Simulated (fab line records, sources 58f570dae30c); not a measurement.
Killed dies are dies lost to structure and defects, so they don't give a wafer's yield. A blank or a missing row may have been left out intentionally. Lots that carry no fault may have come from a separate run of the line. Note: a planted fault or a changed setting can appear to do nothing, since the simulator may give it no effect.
Lot-split experiment / flow berkeleyCmos170 / 27 wafers read from 5 lots, route of 331 steps

== THE SPLIT ==
At UCB170_V2_CVD_00 (deposits SiO2 from TEOS/O2, target thk 2000 nm, time 250 s), the setting timeS was moved away from the recipe's 250 s on 12 of the 27 wafers read, by -51.8% to +26.9%. All remaining wafers had this setting at the recipe value.

No step appears in the file between the split and the reading.

== THE READING ==
V2_TEOS_THK, in nm, at UCB170_V2_THK_MEAS_01. A value of 2008 nm with a standard deviation of 26 nm is what fault-free wafers of this fab line usually give.

wafer=L075.1; tool, chamber at the split=pecvd-01, 1; timeS as run, s=250; against the recipe=recipe; V2_TEOS_THK, nm=2008; against lot-mates on the recipe=-
wafer=L075.2; tool, chamber at the split=pecvd-01, 2; timeS as run, s=317.3; against the recipe=+26.9%; V2_TEOS_THK, nm=2570; against lot-mates on the recipe=+543
wafer=L075.3; tool, chamber at the split=pecvd-01, 0; timeS as run, s=250; against the recipe=recipe; V2_TEOS_THK, nm=2029; against lot-mates on the recipe=-
wafer=L075.4; tool, chamber at the split=pecvd-01, 0; timeS as run, s=250; against the recipe=recipe; V2_TEOS_THK, nm=2043; against lot-mates on the recipe=-
wafer=L075.5; tool, chamber at the split=pecvd-01, 2; timeS as run, s=317.3; against the recipe=+26.9%; V2_TEOS_THK, nm=2621; against lot-mates on the recipe=+594
wafer=L075.6; tool, chamber at the split=pecvd-01, 1; timeS as run, s=317.3; against the recipe=+26.9%; V2_TEOS_THK, nm=2576; against lot-mates on the recipe=+549
wafer=L076.1; tool, chamber at the split=pecvd-03, 0; timeS as run, s=141.8; against the recipe=-43.3%; V2_TEOS_THK, nm=1107; against lot-mates on the recipe=-908
wafer=L076.2; tool, chamber at the split=pecvd-03, 1; timeS as run, s=141.8; against the recipe=-43.3%; V2_TEOS_THK, nm=1087; against lot-mates on the recipe=-928
wafer=L076.3; tool, chamber at the split=pecvd-03, 2; timeS as run, s=141.8; against the recipe=-43.3%; V2_TEOS_THK, nm=1142; against lot-mates on the recipe=-873
wafer=L076.4; tool, chamber at the split=pecvd-03, 2; timeS as run, s=250; against the recipe=recipe; V2_TEOS_THK, nm=2025; against lot-mates on the recipe=-
wafer=L076.5; tool, chamber at the split=pecvd-03, 1,0; timeS as run, s=250; against the recipe=recipe; V2_TEOS_THK, nm=2010; against lot-mates on the recipe=-
wafer=L076.6; tool, chamber at the split=pecvd-03, 1,0; timeS as run, s=250; against the recipe=recipe; V2_TEOS_THK, nm=2010; against lot-mates on the recipe=-
wafer=L078.2; tool, chamber at the split=pecvd-01, 2; timeS as run, s=250; against the recipe=recipe; V2_TEOS_THK, nm=1996; against lot-mates on the recipe=-
wafer=L078.3; tool, chamber at the split=pecvd-01, 1; timeS as run, s=250; against the recipe=recipe; V2_TEOS_THK, nm=1965; against lot-mates on the recipe=-
wafer=L078.5; tool, chamber at the split=pecvd-01, 0; timeS as run, s=250; against the recipe=recipe; V2_TEOS_THK, nm=2008; against lot-mates on the recipe=-
wafer=L080.1; tool, chamber at the split=pecvd-03, 1; timeS as run, s=250; against the recipe=recipe; V2_TEOS_THK, nm=1961; against lot-mates on the recipe=-
wafer=L080.2; tool, chamber at the split=pecvd-03, 2; timeS as run, s=309.6; against the recipe=+23.8%; V2_TEOS_THK, nm=2453; against lot-mates on the recipe=+451
wafer=L080.3; tool, chamber at the split=pecvd-03, 0; timeS as run, s=309.6; against the recipe=+23.8%; V2_TEOS_THK, nm=2463; against lot-mates on the recipe=+461
wafer=L080.4; tool, chamber at the split=pecvd-03, 1; timeS as run, s=250; against the recipe=recipe; V2_TEOS_THK, nm=2004; against lot-mates on the recipe=-
wafer=L080.5; tool, chamber at the split=pecvd-03, 0; timeS as run, s=309.6; against the recipe=+23.8%; V2_TEOS_THK, nm=2481; against lot-mates on the recipe=+479
wafer=L080.6; tool, chamber at the split=pecvd-03, 2; timeS as run, s=250; against the recipe=recipe; V2_TEOS_THK, nm=2041; against lot-mates on the recipe=-
wafer=L082.1; tool, chamber at the split=pecvd-02, 1; timeS as run, s=120.4; against the recipe=-51.8%; V2_TEOS_THK, nm=979; against lot-mates on the recipe=-1013
wafer=L082.2; tool, chamber at the split=pecvd-02, 0; timeS as run, s=120.4; against the recipe=-51.8%; V2_TEOS_THK, nm=971; against lot-mates on the recipe=-1021
wafer=L082.3; tool, chamber at the split=pecvd-02, 2; timeS as run, s=250; against the recipe=recipe; V2_TEOS_THK, nm=1970; against lot-mates on the recipe=-
wafer=L082.4; tool, chamber at the split=pecvd-02, 0; timeS as run, s=250; against the recipe=recipe; V2_TEOS_THK, nm=2013; against lot-mates on the recipe=-
wafer=L082.5; tool, chamber at the split=pecvd-02, 2; timeS as run, s=250; against the recipe=recipe; V2_TEOS_THK, nm=1993; against lot-mates on the recipe=-
wafer=L082.6; tool, chamber at the split=pecvd-02, 1; timeS as run, s=120.4; against the recipe=-51.8%; V2_TEOS_THK, nm=987; against lot-mates on the recipe=-1005
If several chambers appear in one row, that row covers several wafers at once and the file leaves open which wafer was in which chamber.

THE FIT
A straight line over all 27 wafers: V2_TEOS_THK changes by +20.3 nm for each +1% of timeS; r = +1.00; the points scatter about the line by 29 nm.
The same after taking each lot's own level away (the mean of its wafers on the recipe; 27 wafers): +20.1 nm for each +1%; r = +1.00; scatter 26 nm.
On that fit, the largest move of timeS shifts the reading by 1e+03 nm.
Across the lots, their own levels run from 1989.7 to 2026.7 nm, a range of 1.4 times the standard deviation given above.
Consequently the slope shifts little with the lot-to-lot level, the two slopes agreeing.
Check: -1.05e+03 nm against its lot-mates is what the line predicts for one of the wafers moved furthest among these (-51.8%) when that wafer is left out of the fit. It came out at -1.01e+03 nm against them.

== THESE WAFERS: OTHER SPLITS ==
Other splits were also applied to these wafers ahead of the reading. Each is held against what the fit with the lots' levels taken away leaves over:
other split on the same wafers=UCB170_NWELL_ETCH_13 targetDepthA; wafers away from the commonest value=6; r with V2_TEOS_THK (lot level and that fit taken away)=-0.07
other split on the same wafers=UCB170_WELLDRIVE_OXIDATION_01 oxTimeS; wafers away from the commonest value=21; r with V2_TEOS_THK (lot level and that fit taken away)=-0.33
other split on the same wafers=UCB170_SPACER_CVD_00 timeS; wafers away from the commonest value=9; r with V2_TEOS_THK (lot level and that fit taken away)=-0.18
other split on the same wafers=UCB170_SILICIDE_SPUTTER_01 timeS; wafers away from the commonest value=6; r with V2_TEOS_THK (lot level and that fit taken away)=-0.01
other split on the same wafers=UCB170_V1_CVD_00 timeS; wafers away from the commonest value=6; r with V2_TEOS_THK (lot level and that fit taken away)=-0.23

== THE WHOLE CHAIN: every reading that the file lists as answering this split, in the file's order ==
step=UCB170_V2_CVD_00; what it does=deposits SiO2 from TEOS/O2, target thk 2000 nm, time 250 s; reading=SiO2_of_V2_CVD_00.thkNm (the simulator's own value, which no gauge read); change (the file's fit)=+20.1 nm for each +1% of the setting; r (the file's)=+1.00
step=UCB170_V2_THK_MEAS_01; what it does=; reading=V2_TEOS_THK; change (the file's fit)=+20.1 for each +1% of the setting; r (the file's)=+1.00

== FILE'S OWN FIT ==
V2_TEOS_THK changes by +20.1 nm for each +1% of timeS, r = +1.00.
